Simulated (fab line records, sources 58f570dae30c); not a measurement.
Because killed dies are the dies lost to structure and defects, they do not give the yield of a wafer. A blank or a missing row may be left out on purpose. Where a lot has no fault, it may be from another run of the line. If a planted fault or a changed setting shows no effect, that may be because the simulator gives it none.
fab line records + flow berkeley_cmos170
record:
- lots: 14
- wafers: 42
- last_day: 12
route steps=331 shown NSD@191
lots with no fault: from the same line, run without faults
start_h: start of the lot's first displayed wafer, in hours after the record's first day + wait_h: hours from the lot's prior step to this one + " repeats the value in the row above + L1.1+2: one row covering several wafers at once + - no value, or no start was given + * or withheld: withheld + < > ~ a bound
route shown NAME@n: names a module that has steps shown in the file, with the first one's number in the route + usual: mean/standard deviation taken from wafers without a fault + same: alike in all rows + chamber/n: place in a boat + sites: the reading at each site + _std_site: how widely they spread, as a standard deviation + _edge_site: the outer-site mean with the inner-site mean subtracted + radius_mm: for every site, how far away it sits from the centre of the wafer + mask NAME#n: copy n + behind: the last tool/chamber to shape the wafer + hold: cause of the lot's hold/its duration in hours/its outcome + device: the n, p or np transistor that did not switch + end of line: tests run on the same wafers once the route is complete + for a step that has no rows: nothing shown but its recipe + killed: dies lost to structure and defects at the first sort, not the wafer's yield + map: dies across one wafer; x = killed, . = not, _ = none there
set.NAME: the run value of the setting; set.NAME@STEP: its run value at that earlier step + model.NAME: the simulator's own value behind a step, which no gauge read
route steps across a sampled set of lots; one table per step, one row per wafer
== steps ==
step: UCB170_NSD_PEB_04
recipe:
- peb_temp_c: 130
- peb_time_s: withheld
- resist: KrF
usual:
- chill_plate_temp_C: 22.98/0.1
- exhaust_pa: 45.1/0.95
| lot.wafer | tool           | chamber | start_h | wait_h | chill_plate_temp_C | exhaust_pa |
|-----------|----------------|---------|---------|--------|--------------------|------------|
| L530.1    | litho_track-02 | 0       | 153.03  | 0.1    | 23.07              | 45.9       |
| L530.3    | "              | 0       | "       | "      | 23.09              | 46.0       |
| L530.4    | "              | 0       | "       | "      | 23.04              | 46.5       |
| L533.3    | litho_track-03 | 0       | 174.04  | 0.8    | 22.98              | 45.1       |
| L533.5    | "              | 0       | "       | "      | 22.87              | 44.6       |
| L533.6    | "              | 0       | "       | "      | 22.71              | 44.8       |
| L535.1    | litho_track-04 | 0       | 174.44  | 1.0    | 22.89              | 45.2       |
| L535.3    | "              | 0       | "       | "      | 22.73              | 44.8       |
| L535.4    | "              | 0       | "       | "      | 22.93              | 45.3       |
| L534.1    | litho_track-02 | 0       | 174.52  | 1.0    | 23.11              | 43.0       |
| L534.5    | "              | 0       | "       | "      | 22.84              | 46.7       |
| L534.6    | "              | 0       | "       | "      | 23.11              | 44.8       |
| L531.4    | litho_track-03 | 0       | 174.79  | 0.9    | 22.97              | 43.2       |
| L531.5    | "              | 0       | "       | "      | 23.04              | 44.1       |
| L531.6    | "              | 0       | "       | "      | 23.03              | 43.3       |
| L532.2    | litho_track-02 | 0       | 174.82  | 0.8    | 23.03              | 46.5       |
| L532.5    | "              | 0       | "       | "      | 23.01              | 44.8       |
| L532.6    | "              | 0       | "       | "      | 23.02              | 44.9       |
| L536.3    | litho_track-02 | 0       | 199.14  | 0.6    | 23.04              | 45.5       |
| L536.4    | "              | 0       | "       | "      | 23.02              | 45.0       |
| L536.6    | "              | 0       | "       | "      | 23.07              | 45.3       |
| L542.1    | litho_track-04 | -       | 206.79  | 0.4    | -                  | -          |
| L542.2    | "              | -       | "       | "      | -                  | -          |
| L542.4    | "              | -       | "       | "      | -                  | -          |
| L541.2    | litho_track-02 | -       | 207.02  | 0.5    | -                  | -          |
| L541.4    | "              | -       | "       | "      | -                  | -          |
| L541.5    | "              | -       | "       | "      | -                  | -          |
| L540.1    | litho_track-04 | 0       | 207.06  | 0.2    | 22.88              | 45.4       |
| L540.3    | "              | 0       | "       | "      | 22.85              | 45.5       |
| L540.6    | "              | 0       | "       | "      | 22.81              | 43.9       |
| L548.1    | litho_track-02 | 0       | 244.95  | 0.1    | 23.01              | 45.5       |
| L548.2    | "              | 0       | "       | "      | 22.88              | 45.2       |
| L548.6    | "              | 0       | "       | "      | 22.95              | 45.7       |
| L550.1    | litho_track-02 | 0       | 259.74  | 0.3    | 23.10              | 44.6       |
| L550.3    | "              | 0       | "       | "      | 22.95              | 45.9       |
| L550.5    | "              | 0       | "       | "      | 23.10              | 44.8       |
| L549.3    | litho_track-04 | 0       | 259.98  | 0.1    | 22.92              | 45.5       |
| L549.4    | "              | 0       | "       | "      | 23.01              | 46.5       |
| L549.5    | "              | 0       | "       | "      | 22.88              | 45.9       |
| L551.3    | litho_track-04 | 0       | 269.72  | 0.3    | 23.03              | 44.4       |
| L551.4    | "              | 0       | "       | "      | 23.19              | 45.0       |
| L551.5    | "              | 0       | "       | "      | 22.91              | 44.2       |
== key ==
first_sign:
- step: UCB170_NSD_PEB_04
- reading: tool_record
- direction: missing
effect none on later readings
met_at UCB170_NSD_PEB_04
struck_lots L541,L542
sort_left_out L541.2,L541.4,L541.5,L542.1,L542.2,L542.4
tester_left_out L541,L542
onset_between 199.14 206.79
fault:
- kind: skipped_step_whole
- tool: litho_track-02,litho_track-04
- chamber: -
- onset_h: 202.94
- steps: UCB170_NSD_PEB_04
- scope: struck_lots_only
tester_left_out: of these lots the tester's yield and bins aren't shown, on N5 and GAA mostly nor the transistor test; their killed dies are dies lost to structure and defects alone, not to doping, threshold or leakage, so they don't give the yield
sort_left_out: the simulated sort isn't trusted on such a fault, so these wafers' sort isn't shown, and their yield isn't known
